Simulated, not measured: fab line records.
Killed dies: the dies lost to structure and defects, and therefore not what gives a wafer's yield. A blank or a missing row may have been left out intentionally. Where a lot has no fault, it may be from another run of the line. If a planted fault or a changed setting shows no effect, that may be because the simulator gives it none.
fab line records	flow ritCmos
[record] lots = 14	wafers = 42	lastDay = 7
route steps=202 shown M1@184
lots that met no fault: from a run of the same line without faults
startH: start of the lot's first displayed wafer, in hours after the record's first day	waitH: time in hours since the lot's previous step	" unchanged from the row above	L1.1+2: a row that stands for several wafers	- no value, or no start given	* or withheld: withheld	< > ~ a bound
route shown NAME@n: a module of which the file shows steps, and the number in the route of the first	usual: mean/standard deviation taken from wafers without a fault	same: alike in all rows	chamber/n: place in a boat	sites: each site's reading	_std_site: the standard deviation of these	_edge_site: inner sites' mean taken away from outer sites' mean	radiusMm: how far each site lies from the wafer's centre	mask NAME#n: copy n	behind: the most recent tool/chamber to have shaped the wafer	hold: why the lot went on hold/how many hours it stayed there/how the hold came to an end	device: whichever transistor did not switch (one of n, p or np)	end of line: tests of these same wafers at the route's end	a step with no rows: only its recipe	killed: dies that structure and defects cost at the first sort, which is not the same as the wafer's yield	map: a wafer's dies, x killed, . not, _ none there
set.NAME: the run value of the setting; set.NAME@STEP: its run value at that earlier step	model.NAME: the simulator's own value behind a step, which no gauge read
a sample of lots followed through the steps of the route, with each step as a table and each wafer as a row
services: from which hour (startH, from the record's first day; less than 0 if before it) a tool's chamber was out of use, for how many hours, and why
[[steps]]
[step RIT_M1_SPUTTER_00]
[recipe] material = Al	targetThkNm = 400	powerW = 2000	chamberPressurePa = 0.4	gas = Ar	timeS = 500	substrateTempC = 25
[usual] substrateTempC = 25.00/0.11	throttleValvePct = 29.9/0.86
[same] timeS = 500
lot.wafer	tool	chamber	startH	waitH	substrateTempC	throttleValvePct
L236.3	pvdSputter-04	-	58.27	0.0	24.90	30.5
L236.4	"	-	"	"	25.05	30.4
L236.6	"	-	"	"	24.83	30.5
L238.1	pvdSputter-04	-	69.14	0.0	24.95	29.2
L238.4	"	-	"	"	25.08	30.4
L238.6	"	-	"	"	25.18	30.2
L239.2	pvdSputter-02	-	76.73	0.0	25.08	30.2
L239.4	"	-	"	"	24.92	30.0
L239.6	"	-	"	"	25.02	29.3
L240.4	pvdSputter-03	-	86.54	0.1	25.06	31.1
L240.5	"	-	"	"	25.15	30.6
L240.6	"	-	"	"	25.04	27.9
L242.1	pvdSputter-04	-	88.14	0.0	25.03	28.9
L242.4	"	-	"	"	24.92	28.7
L242.6	"	-	"	"	25.12	30.5
L244.2	pvdSputter-04	-	99.85	0.0	24.85	29.0
L244.3	"	-	"	"	25.16	30.4
L244.4	"	-	"	"	24.92	28.9
L249.1	pvdSputter-03	-	120.10	0.0	25.09	29.3
L249.2	"	-	"	"	25.02	28.0
L249.3	"	-	"	"	24.89	30.5
L250.4	pvdSputter-02	-	127.72	0.0	24.94	29.6
L250.5	"	-	"	"	25.00	30.4
L250.6	"	-	"	"	24.82	29.5
L253.2	pvdSputter-03	-	140.74	0.0	25.17	29.2
L253.4	"	-	"	"	24.90	31.2
L253.5	"	-	"	"	25.06	29.2
L254.1	pvdSputter-02	-	149.79	0.0	25.07	29.2
L254.4	"	-	"	"	24.97	30.0
L254.6	"	-	"	"	24.82	29.9
L256.1	pvdSputter-02	-	158.24	0.0	24.85	30.0
L256.2	"	-	"	"	24.99	30.2
L256.3	"	-	"	"	24.99	29.5
L257.1	pvdSputter-03	-	162.19	0.0	24.87	27.9
L257.4	"	-	"	"	25.03	29.7
L257.6	"	-	"	"	24.94	31.0
L258.1	pvdSputter-02	-	168.79	0.0	24.95	29.5
L258.3	"	-	"	"	24.95	30.7
L258.4	"	-	"	"	25.02	29.8
L259.1	pvdSputter-03	-	171.13	0.0	24.89	30.5
L259.3	"	-	"	"	24.91	27.8
L259.6	"	-	"	"	25.13	31.1
[step RIT_M1_RS_MEAS_01]
[recipe] thkMeasGauge = four-point-probe	reads = Al_of_M1_SPUTTER_00
[usual] M1_AL_RS = 0.0735/0.00095
lot.wafer	tool	chamber	startH	waitH	M1_AL_RS[ohm/sq]
L236.3	filmMetro-04	-	58.61	0.2	0.0725
L236.4	"	-	"	"	0.0729
L236.6	"	-	"	"	0.0737
L238.1	filmMetro-02	-	69.44	0.1	0.0724
L238.4	"	-	"	"	0.0727
L238.6	"	-	"	"	0.0719
L239.2	filmMetro-04	-	77.05	0.2	0.0737
L239.4	"	-	"	"	0.0730
L239.6	"	-	"	"	0.0739
L240.4	filmMetro-04	-	86.74	0.1	0.0739
L240.5	"	-	"	"	0.0743
L240.6	"	-	"	"	0.0743
L242.1	filmMetro-02	-	88.43	0.1	0.0974
L242.4	"	-	"	"	0.0743
L242.6	"	-	"	"	0.0726
L244.2	filmMetro-03	-	100.16	0.2	0.0737
L244.3	"	-	"	"	0.0733
L244.4	"	-	"	"	0.0974
L249.1	filmMetro-03	-	120.40	0.1	0.0753
L249.2	"	-	"	"	0.0747
L249.3	"	-	"	"	0.0741
L250.4	filmMetro-04	-	128.07	0.2	0.0743
L250.5	"	-	"	"	0.0749
L250.6	"	-	"	"	0.0743
L253.2	filmMetro-04	-	141.05	0.2	0.0739
L253.4	"	-	"	"	0.0741
L253.5	"	-	"	"	0.0743
L254.1	filmMetro-03	-	150.08	0.1	0.0734
L254.4	"	-	"	"	0.0727
L254.6	"	-	"	"	0.0728
L256.1	filmMetro-03	-	158.53	0.1	0.0724
L256.2	"	-	"	"	0.0735
L256.3	"	-	"	"	0.0733
L257.1	filmMetro-03	-	162.49	0.1	0.0742
L257.4	"	-	"	"	0.0754
L257.6	"	-	"	"	0.0748
L258.1	filmMetro-04	-	169.08	0.1	0.0731
L258.3	"	-	"	"	0.0737
L258.4	"	-	"	"	0.0719
L259.1	filmMetro-02	-	171.43	0.1	0.0742
L259.3	"	-	"	"	0.0737
L259.6	"	-	"	"	0.0748
[step RIT_M1_THK_MEAS_02]
[recipe] thkMeasGauge = xrf	reads = Al_of_M1_SPUTTER_00
[usual] M1_AL_THK = 396/5.4
lot.wafer	tool	chamber	startH	waitH	M1_AL_THK[nm]
L236.3	filmMetro-04	-	58.71	0.1	404
L236.4	"	-	"	"	399
L236.6	"	-	"	"	396
L238.1	filmMetro-02	-	69.56	0.1	401
L238.4	"	-	"	"	399
L238.6	"	-	"	"	401
L239.2	filmMetro-04	-	77.16	0.1	394
L239.4	"	-	"	"	400
L239.6	"	-	"	"	397
L240.4	filmMetro-04	-	86.83	0.1	395
L240.5	"	-	"	"	396
L240.6	"	-	"	"	392
L242.1	filmMetro-02	-	88.55	0.1	326
L242.4	"	-	"	"	391
L242.6	"	-	"	"	400
L244.2	filmMetro-03	-	100.27	0.1	394
L244.3	"	-	"	"	395
L244.4	"	-	"	"	321
L249.1	filmMetro-03	-	120.52	0.1	385
L249.2	"	-	"	"	389
L249.3	"	-	"	"	388
L250.4	filmMetro-04	-	128.16	0.1	392
L250.5	"	-	"	"	391
L250.6	"	-	"	"	392
L253.2	filmMetro-04	-	141.16	0.1	394
L253.4	"	-	"	"	395
L253.5	"	-	"	"	394
L254.1	filmMetro-03	-	150.20	0.1	394
L254.4	"	-	"	"	397
L254.6	"	-	"	"	398
L256.1	filmMetro-03	-	158.65	0.1	400
L256.2	"	-	"	"	395
L256.3	"	-	"	"	397
L257.1	filmMetro-03	-	162.61	0.1	387
L257.4	"	-	"	"	384
L257.6	"	-	"	"	387
L258.1	filmMetro-04	-	169.20	0.1	400
L258.3	"	-	"	"	399
L258.4	"	-	"	"	407
L259.1	filmMetro-02	-	171.55	0.1	394
L259.3	"	-	"	"	395
L259.6	"	-	"	"	387
[step RIT_M1_METAL_ETCH_12]
[recipe] stopOn = SiO2	chemistry = Cl2/BCl3	target = Al	timeS = 165	overEtchFrac = 0.5	pressureMtorr = 100	targetDepthA = 6000	rfW = 250	Cl2_flow_sccm = 60	bcl3FlowSccm = 50
[usual] drypumpMotorCurrentA = 5.70/0.27	oesProductAu = 0.773/0.014	throttleValvePct = 8.36/0.1
[same] overEtchFrac = 0.5	timeS = 165
lot.wafer	tool	chamber	startH	waitH	drypumpMotorCurrentA	oesProductAu	rfHoursCounterH	throttleValvePct
L236.3	rieMetal-03	1	60.09	0.2	5.29	0.773	-	8.23
L236.4	"	0	"	"	5.62	0.783	-	8.33
L236.6	"	0	"	"	5.62	0.779	-	8.34
L238.1	rieMetal-02	0	71.17	0.2	6.13	0.760	2	8.31
L238.4	"	1	"	"	5.75	0.781	-	8.49
L238.6	"	1	"	"	5.76	0.784	-	8.49
L239.2	rieMetal-03	1	78.49	0.2	5.33	0.770	4	8.23
L239.4	"	0	"	"	5.60	0.781	-	8.34
L239.6	"	1	"	"	5.33	0.767	-	8.23
L240.4	rieMetal-02	0	88.20	0.1	6.11	0.748	-	8.30
L240.5	"	1	"	"	5.75	0.769	-	8.51
L240.6	"	0	"	"	6.11	0.751	-	8.32
L242.1	rieMetal-03	1	90.02	0.2	5.34	0.697	4	8.24
L242.4	"	1	"	"	5.30	0.765	-	8.26
L242.6	"	0	"	"	5.63	0.777	-	8.33
L244.2	rieMetal-02	1	101.69	0.2	5.75	0.777	3	8.51
L244.3	"	0	"	"	6.10	0.750	-	8.31
L244.4	"	1	"	"	5.76	0.690	-	8.51
L249.1	rieMetal-04	0	121.99	0.2	5.88	0.769	32	8.40
L249.2	"	1	"	"	5.59	0.785	33	8.50
L249.3	"	1	"	"	5.59	0.806	-	8.50
L250.4	rieMetal-02	1	129.66	0.1	5.74	0.773	-	8.48
L250.5	"	1	"	"	5.75	0.770	-	8.51
L250.6	"	0	"	"	6.12	0.754	-	8.31
L253.2	rieMetal-03	1	142.55	0.2	5.34	0.769	-	8.24
L253.4	"	1	"	"	5.31	0.763	-	8.25
L253.5	"	1	"	"	5.34	0.769	-	8.23
L254.1	rieMetal-02	0	151.68	0.2	6.12	0.758	3	8.32
L254.4	"	1	"	"	5.73	0.789	-	8.49
L254.6	"	0	"	"	6.12	0.757	-	8.31
L256.1	rieMetal-04	1	160.07	0.2	5.59	0.792	0	8.49
L256.2	"	0	"	"	5.91	0.776	0	8.40
L256.3	"	0	"	"	5.88	0.772	-	8.40
L257.1	rieMetal-02	0	163.95	0.2	6.11	0.750	4	8.32
L257.4	"	0	"	"	6.12	0.743	-	8.32
L257.6	"	0	"	"	6.12	0.749	-	8.32
L258.1	rieMetal-03	1	170.55	0.2	5.34	0.776	6	8.22
L258.3	"	0	"	"	5.63	0.772	-	8.33
L258.4	"	1	"	"	5.36	0.776	-	8.20
L259.1	rieMetal-02	0	173.11	0.2	6.11	0.736	4	8.31
L259.3	"	0	"	"	6.11	0.755	-	8.33
L259.6	"	1	"	"	5.74	0.775	-	8.50
[step RIT_M1_PROBE_99]
[usual] defectLimitedYield = 97.1/1.2	killedAtContacts = 0.1/0.31	killedAtFrontEnd = 8/3.1	killedDies = 8/3.2	killedOpen = 3.9/2.2	killedShort = 3.8/2.1	sort_bin_3_pad_short = 0.1/0.23	sort_bin_5_function = 1.7/0.86	sort_bin_6_memory = 1.1/0.7	sortNPass = 256/3.2	sortYieldPct = 97.1/1.2
[same] grossDies = 264	killed_at_M0_to_M3 = 0	killed_at_M4_up = 0	killedAtBackSide = 0	killedAtOther = 0
lot.wafer	tool	chamber	startH	waitH	defectLimitedYield[%]	killedAtContacts	killedAtFrontEnd	killedDies	killedOpen	killedShort	sort_bin_3_pad_short[%]	sort_bin_5_function[%]	sort_bin_6_memory[%]	sortNPass	sortYieldPct[%]
L249.1	prober-01	-	124.24	0.1	97.7	0	6	6	1	5	0	1.5	0.8	258	97.7
L249.2	prober-01	-	124.29	0.1	95.1	0	13	13	5	8	0	4.2	0.8	251	95.1
L249.3	prober-01	-	124.34	0.2	97.3	0	7	7	3	4	0	0.8	1.9	257	97.3
L253.2	prober-01	-	144.98	0.1	95.5	0	12	12	7	5	0.4	3.0	1.1	252	95.5
L253.4	prober-01	-	145.08	0.2	97.7	0	6	6	3	3	0.4	1.1	0.8	258	97.7
L253.5	prober-01	-	145.13	0.2	96.2	0	10	10	4	6	0	3.0	0.8	254	96.2
// killed by level:class
L249.1 GATE:geometricParticle:short=2 FOX1:geometricParticle:short=1 FOX2:geometricParticle:short=1 REOX:geometricParticle:open=1 SPACER:geometricParticle:short=1
L249.2 GATE:geometricParticle:short=5 GATE:geometricParticle:open=3 FOX1:geometricParticle:short=2 ACTIVE:geometricParticle:open=1 SPACER:geometricParticle:open=1 SILICIDE:geometricParticle:short=1
L249.3 GATE:geometricParticle:open=2 GATE:geometricParticle:short=2 REOX:geometricParticle:short=1 REOX:geometricParticle:open=1 SPACER:geometricParticle:short=1
L253.2 GATE:geometricParticle:open=4 FOX1:geometricParticle:short=2 FOX2:geometricParticle:open=2 GATE:geometricParticle:short=2 FOX2:geometricParticle:short=1 SILICIDE:geometricParticle:open=1
L253.4 GATE:geometricParticle:open=3 FOX2:geometricParticle:short=2 GATE:geometricParticle:short=1
L253.5 GATE:geometricParticle:short=5 REOX:geometricParticle:open=2 FOX2:geometricParticle:short=1 GATE:geometricParticle:open=1 SILICIDE:geometricParticle:open=1
[[services]]
tool	chamber	startH	hours	kind
pvdSputter-02	-	39.71	1.7	repair
rieMetal-02	-	119.93	2.8	pm
rieMetal-03	0	129.02	22.0	repair
rieMetal-03	-	131.20	0.5	repair
rieMetal-04	-	136.12	20.0	pm
rieMetal-04	0	136.12	20.0	ventCycle
rieMetal-04	1	136.12	20.0	ventCycle
rieMetal-04	0	156.12	-	clean
rieMetal-04	1	156.12	-	clean
pvdSputter-04	-	159.96	7.0	repair
[[key]]
[firstSign] step = RIT_M1_RS_MEAS_01	reading = M1_AL_RS	direction = up	sigmas = 25	usual = 0.0735	struck = 0.0974
[effect] step = RIT_M1_THK_MEAS_02	reading = M1_AL_THK	direction = down	sigmas = 13	usual = 396	struck = 323
[effect] step = RIT_M1_METAL_ETCH_12	reading = oesProductAu	direction = down	sigmas = 5.8	usual = 0.773	struck = 0.694
metAt RIT_M1_SPUTTER_00
struckLots L242,L244
struckWafers L242.1,L244.4
onsetBetween 69.14 88.14
[fault] kind = siteProfileDrift	tool = pvdSputter-04	chamber = -	onsetH = 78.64	steps = RIT_M1_SPUTTER_00	basis = fraction	maxAbsDrift = 0.41195	slopeSharePerHr = 91.544	sitePattern = 0,0,0,0,0,-1,-1,-1,-1	scope = struckWafersOnly
